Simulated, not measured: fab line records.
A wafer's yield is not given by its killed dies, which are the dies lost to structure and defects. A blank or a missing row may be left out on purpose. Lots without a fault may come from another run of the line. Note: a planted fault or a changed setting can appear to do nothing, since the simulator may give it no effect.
Split-lot trial	flow berkeley cmos170	27 wafers read across 5 lots, on a route 331 steps long

== THE SPLIT ITSELF ==
At UCB170_SPACER_CVD_00 (deposits SiO2 from TEOS/O2, target thk 376 nm, time 47 s), the setting time s was moved away from the recipe's 47 s on 9 of the 27 wafers read, by -50.3% to +36.6%. For the rest of the wafers, this setting stayed at what the recipe calls for.

== FROM THE SPLIT TO THE READING: what the file shows between them, 2 steps ==
- UCB170_SPACER_THK_MEAS_01
- UCB170_SPACER_ANNEAL_02: time 1800 s

== THE READING ==
oes product au, in a.u., at UCB170_SPACER_ETCHBACK_03 (etches SiO2 in CHF3/CF4/Ar, stops on Si, target depth 376 nm, time 100 s). Fault-free wafers of this fab line usually give 0.899 a.u., standard deviation 0.015 a.u.

wafer	tool, chamber at the split	time s as run, s	against the recipe	oes product au, a.u.	against lot-mates on the recipe
L077.1	pecvd-04, 2	47	recipe	0.916	-
L077.2	pecvd-04, 1	64.2	+36.6%	0.983	+0.081
L077.3	pecvd-04, 0	47	recipe	0.890	-
L077.4	pecvd-04, 2	64.2	+36.6%	0.963	+0.061
L077.5	pecvd-04, 0	47	recipe	0.901	-
L077.6	pecvd-04, 1	64.2	+36.6%	1.004	+0.102
L079.1	pecvd-01, 1	47	recipe	0.899	-
L079.2	pecvd-01, 2	47	recipe	0.893	-
L079.3	pecvd-01, 0	47	recipe	0.896	-
L079.4	pecvd-01, 2	47	recipe	0.902	-
L079.5	pecvd-01, 1	47	recipe	0.900	-
L079.6	pecvd-01, 0	47	recipe	0.886	-
L081.1	pecvd-02, 2	47	recipe	0.903	-
L081.2	pecvd-02, 1	23.37	-50.3%	0.554	-0.340
L081.3	pecvd-02, 0	47	recipe	0.869	-
L081.4	pecvd-02, 2	47	recipe	0.909	-
L081.5	pecvd-02, 0	23.37	-50.3%	0.565	-0.329
L081.6	pecvd-02, 1	23.37	-50.3%	0.548	-0.346
L082.1	pecvd-01, 1	47	recipe	0.897	-
L082.4	pecvd-01, 1	47	recipe	0.885	-
L082.6	pecvd-01, 2	47	recipe	0.887	-
L084.1	pecvd-02, 0	47	recipe	0.887	-
L084.2	pecvd-02, 2	33.98	-27.7%	0.721	-0.185
L084.3	pecvd-02, 1	33.98	-27.7%	0.705	-0.201
L084.4	pecvd-02, 0	47	recipe	0.916	-
L084.5	pecvd-02, 2	47	recipe	0.915	-
L084.6	pecvd-02, 1	33.98	-27.7%	0.715	-0.191

FIT RESULTS
A straight line over all 27 wafers: oes product au changes by +0.00526 a.u. for each +1% of time s; r = +0.95; the points scatter about the line by 0.042 a.u.
The same after taking each lot's own level away (the mean of its wafers on the recipe; 27 wafers): +0.00522 a.u. for each +1%; r = +0.94; scatter 0.043 a.u.
According to that fit, moving time s by its largest amount changes the reading by 0.26 a.u.
The span of the lots' own levels, 0.8897 to 0.9060 a.u., comes to 1.1 times the standard deviation stated above.
Hence the lot-to-lot level has little effect on the slope; both slopes agree.
Check: -0.276 a.u. against its lot-mates is what the line predicts for one of the wafers moved furthest among these (-50.3%) when that wafer is left out of the fit. Against them it came out at -0.34 a.u.

== FURTHER SPLITS ON THESE WAFERS ==
Before the reading, these wafers also passed through other splits. Each is held against what the fit with the lots' levels taken away leaves over:
other split on the same wafers	wafers away from the commonest value	r with oes product au (lot level and that fit taken away)
UCB170_PWELL_ETCH_14 time s	6	-0.36
UCB170_WELLDRIVE_OXIDATION_01 ox time s	18	+0.42

== THE WHOLE CHAIN: every reading that the file lists as answering this split, in the file's order ==
step	what it does	reading	change (the file's fit)	r (the file's)
UCB170_SPACER_CVD_00	deposits SiO2 from TEOS/O2, target thk 376 nm, time 47 s	SiO2_of_SPACER_CVD_00.thk nm (the simulator's own value, which no gauge read)	+3.8 nm for each +1% of the setting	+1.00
UCB170_SPACER_THK_MEAS_01		SPACER_TEOS_THK	+3.8 for each +1% of the setting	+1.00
UCB170_SPACER_ETCHBACK_03	etches SiO2 in CHF3/CF4/Ar, stops on Si, target depth 376 nm, time 100 s	oes product au	+0.00546 a.u. for each +1% of the setting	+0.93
UCB170_SPACER_ETCHBACK_03	etches SiO2 in CHF3/CF4/Ar, stops on Si, target depth 376 nm, time 100 s	etch.depth nm (the simulator's own value, which no gauge read)	not straight: 186.4 at the lowest setting, 375.1 at the recipe, 418.4 at the highest	not given
UCB170_M3_PROBE_99		etest.pldd.line ohm um (the simulator's own value, which no gauge read)	not straight: 6.755 at the lowest setting, 1956 at the recipe, 1903 at the highest	not given
UCB170_M3_PROBE_99		etest.pldd.rs ohm sq (the simulator's own value, which no gauge read)	not straight: 3.643 at the lowest setting, 1110 at the recipe, 1138 at the highest	not given
UCB170_M3_PROBE_99		etest.nldd.line ohm um (the simulator's own value, which no gauge read)	not straight: 6.691 at the lowest setting, 1360 at the recipe, 1281 at the highest	not given

== THE FILE'S OWN FIT ==
oes product au changes by +0.00546 a.u. for each +1% of time s, r = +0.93.
